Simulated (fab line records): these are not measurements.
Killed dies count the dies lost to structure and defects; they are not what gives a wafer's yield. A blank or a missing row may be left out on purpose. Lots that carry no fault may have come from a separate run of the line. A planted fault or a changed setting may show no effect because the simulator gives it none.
Split-lot study || flow berkeleyCmos170 || on a route of 331 steps: 5 lots, 23 wafers read

== ON THE SPLIT ==
At UCB170_PVT_IMPLANT_07, the setting doseCm2 was moved away from the recipe's 2e+12 on 10 of the 23 wafers read, by -7.4% to +6.3%. The other wafers ran this setting at the recipe's value.

== FROM THE SPLIT ON TO THE READING: in between, the file shows 1 step ==
- UCB170_PVT_STRIP_08: strips in O2

== THE READING ==
PVT_TW, at UCB170_PVT_TW_MEAS_09. A value of 507.2 with a standard deviation of 2.8 is what fault-free wafers of this fab line usually give.

{"wafer": "L076.1", "tool, chamber at the split": "implanter-03, 0", "doseCm2 as run": 2e+12, "against the recipe": "recipe", "PVT_TW": 502.1, "against lot-mates on the recipe": "-"}
{"wafer": "L076.2", "tool, chamber at the split": "implanter-03, 0", "doseCm2 as run": 2.085e+12, "against the recipe": "+4.2%", "PVT_TW": 508.0, "against lot-mates on the recipe": "+6.3"}
{"wafer": "L076.3", "tool, chamber at the split": "implanter-03, 0", "doseCm2 as run": 2e+12, "against the recipe": "recipe", "PVT_TW": 501.8, "against lot-mates on the recipe": "-"}
{"wafer": "L076.5", "tool, chamber at the split": "implanter-03, 0", "doseCm2 as run": 2.085e+12, "against the recipe": "+4.2%", "PVT_TW": 508.8, "against lot-mates on the recipe": "+7.1"}
{"wafer": "L076.6", "tool, chamber at the split": "implanter-03, 0", "doseCm2 as run": 2e+12, "against the recipe": "recipe", "PVT_TW": 501.2, "against lot-mates on the recipe": "-"}
{"wafer": "L081.1", "tool, chamber at the split": "implanter-03, 0", "doseCm2 as run": 2e+12, "against the recipe": "recipe", "PVT_TW": 507.5, "against lot-mates on the recipe": "-"}
{"wafer": "L081.4", "tool, chamber at the split": "implanter-03, 0", "doseCm2 as run": 2e+12, "against the recipe": "recipe", "PVT_TW": 506.6, "against lot-mates on the recipe": "-"}
{"wafer": "L081.5", "tool, chamber at the split": "implanter-03, 0", "doseCm2 as run": 2e+12, "against the recipe": "recipe", "PVT_TW": 503.8, "against lot-mates on the recipe": "-"}
{"wafer": "L080.1", "tool, chamber at the split": "implanter-04, 0", "doseCm2 as run": 2e+12, "against the recipe": "recipe", "PVT_TW": 508.4, "against lot-mates on the recipe": "-"}
{"wafer": "L080.2", "tool, chamber at the split": "implanter-04, 0", "doseCm2 as run": 2.076e+12, "against the recipe": "+3.8%", "PVT_TW": 513.3, "against lot-mates on the recipe": "+5.1"}
{"wafer": "L080.4", "tool, chamber at the split": "implanter-04, 0", "doseCm2 as run": 2.076e+12, "against the recipe": "+3.8%", "PVT_TW": 512.2, "against lot-mates on the recipe": "+4.0"}
{"wafer": "L080.5", "tool, chamber at the split": "implanter-04, 0", "doseCm2 as run": 2.076e+12, "against the recipe": "+3.8%", "PVT_TW": 511.7, "against lot-mates on the recipe": "+3.5"}
{"wafer": "L080.6", "tool, chamber at the split": "implanter-04, 0", "doseCm2 as run": 2e+12, "against the recipe": "recipe", "PVT_TW": 508.0, "against lot-mates on the recipe": "-"}
{"wafer": "L079.1", "tool, chamber at the split": "implanter-03, 0", "doseCm2 as run": 2e+12, "against the recipe": "recipe", "PVT_TW": 504.8, "against lot-mates on the recipe": "-"}
{"wafer": "L079.2", "tool, chamber at the split": "implanter-03, 0", "doseCm2 as run": 1.852e+12, "against the recipe": "-7.4%", "PVT_TW": 492.5, "against lot-mates on the recipe": -14.1}
{"wafer": "L079.3", "tool, chamber at the split": "implanter-03, 0", "doseCm2 as run": 2e+12, "against the recipe": "recipe", "PVT_TW": 506.9, "against lot-mates on the recipe": "-"}
{"wafer": "L079.4", "tool, chamber at the split": "implanter-03, 0", "doseCm2 as run": 2e+12, "against the recipe": "recipe", "PVT_TW": 508.0, "against lot-mates on the recipe": "-"}
{"wafer": "L079.6", "tool, chamber at the split": "implanter-03, 0", "doseCm2 as run": 1.852e+12, "against the recipe": "-7.4%", "PVT_TW": 495.2, "against lot-mates on the recipe": -11.4}
{"wafer": "L082.1", "tool, chamber at the split": "implanter-02, 0", "doseCm2 as run": 2.127e+12, "against the recipe": "+6.3%", "PVT_TW": 515.8, "against lot-mates on the recipe": "+8.6"}
{"wafer": "L082.2", "tool, chamber at the split": "implanter-02, 0", "doseCm2 as run": 2.127e+12, "against the recipe": "+6.3%", "PVT_TW": 514.0, "against lot-mates on the recipe": "+6.9"}
{"wafer": "L082.3", "tool, chamber at the split": "implanter-02, 0", "doseCm2 as run": 2e+12, "against the recipe": "recipe", "PVT_TW": 508.0, "against lot-mates on the recipe": "-"}
{"wafer": "L082.4", "tool, chamber at the split": "implanter-02, 0", "doseCm2 as run": 2e+12, "against the recipe": "recipe", "PVT_TW": 506.3, "against lot-mates on the recipe": "-"}
{"wafer": "L082.6", "tool, chamber at the split": "implanter-02, 0", "doseCm2 as run": 2.127e+12, "against the recipe": "+6.3%", "PVT_TW": 515.8, "against lot-mates on the recipe": "+8.6"}

FIT RESULTS
A straight line over all 23 wafers: PVT_TW changes by +1.49 for each +1% of doseCm2; r = +0.92; the points scatter about the line by 2.4.
The same after taking each lot's own level away (the mean of its wafers on the recipe; 23 wafers): +1.48 for each +1%; r = +0.97; scatter 1.3.
According to that fit, moving doseCm2 by its largest amount changes the reading by 11.
The lots' own levels span 501.70 to 508.20, that is 2.3 times the standard deviation above.
So the lot-to-lot level changes the slope little: the two slopes agree.
Check: for one of the wafers moved furthest among these (-7.4%), held out of the fit, the line's prediction against its lot-mates is -10.3. It came out at -14.1 against them.

== FILE'S OWN FIT ==
PVT_TW changes by +1.49 for each +1% of doseCm2, r = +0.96.
